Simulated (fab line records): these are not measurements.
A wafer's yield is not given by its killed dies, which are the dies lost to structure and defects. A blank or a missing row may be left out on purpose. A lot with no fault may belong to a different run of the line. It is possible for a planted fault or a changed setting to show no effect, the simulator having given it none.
One fault through the eyes of 2 desks | flow berkeleyCmos170 | each desk has only its own numbers; what lay behind them comes last

== AT THE TOOL OWNER'S DESK: rieDiel-03 ==
The tool's own readings at UCB170_ZERO_ETCH_06 (etches SiO2 in CHF3/CF4/Ar, time 12 s): means of the sampled wafers that have a number, for each lot that ran on this tool. The brackets show how far a lot's mean lies from the usual mean; more than 4 standard deviations puts the lot out of limits, marked OUT.
Columns: A = CHF3_flow_sccm at UCB170_ZERO_ETCH_06, usual 49.98 sccm; B = drypumpMotorCurrentA at UCB170_ZERO_ETCH_06, usual 5.8 A; C = oesProductAu at UCB170_ZERO_ETCH_06, usual 0.615 a.u.; D = rfFwdPowerW at UCB170_ZERO_ETCH_06, usual 490.7 W; E = throttleValvePct at UCB170_ZERO_ETCH_06, usual 9.20 %
lot  | first seen here | A     | B   | C     | D     | E
L121 | day 2 08:59     | 49.85 | 5.4 | 0.614 | 491.3 | 9.23
L141 | day 6 07:25     | 49.93 | 5.4 | 0.617 | 489.7 | 9.22
This desk's finding: nothing out of limits on any of the 2 lots.

== THE METROLOGY DESK ==
Lot by lot, what the gauges showed, no matter which tool ran the lot: averages of those sampled wafers that carry a number. The brackets show how far a lot's mean lies from the usual mean; more than 4 standard deviations puts the lot out of limits, marked OUT.
Columns: A = INCOMING_BOW at UCB170_START_BOW_MEAS_00, usual 0 um; B = START_OXIDE_THK at UCB170_START_THK_MEAS_03, usual 20.0 nm
lot  | first seen here | A  | B
L119 | day 1 10:02     | 1  | 20.1
L121 | day 1 20:01     | 6  | 20.2
L130 | day 3 17:01     | 3  | 19.6
L141 | day 6 00:02     | -0 | 19.7
L142 | day 6 05:08     | -4 | 20.3
This desk's finding: nothing out of limits on any of the 5 lots.

== ALL TOGETHER ==
The desk of the tool owner found nothing out of limits.
At the metrology desk, nothing out of limits was observed.

== WHAT THE SIMULATOR HAD PUT IN ==
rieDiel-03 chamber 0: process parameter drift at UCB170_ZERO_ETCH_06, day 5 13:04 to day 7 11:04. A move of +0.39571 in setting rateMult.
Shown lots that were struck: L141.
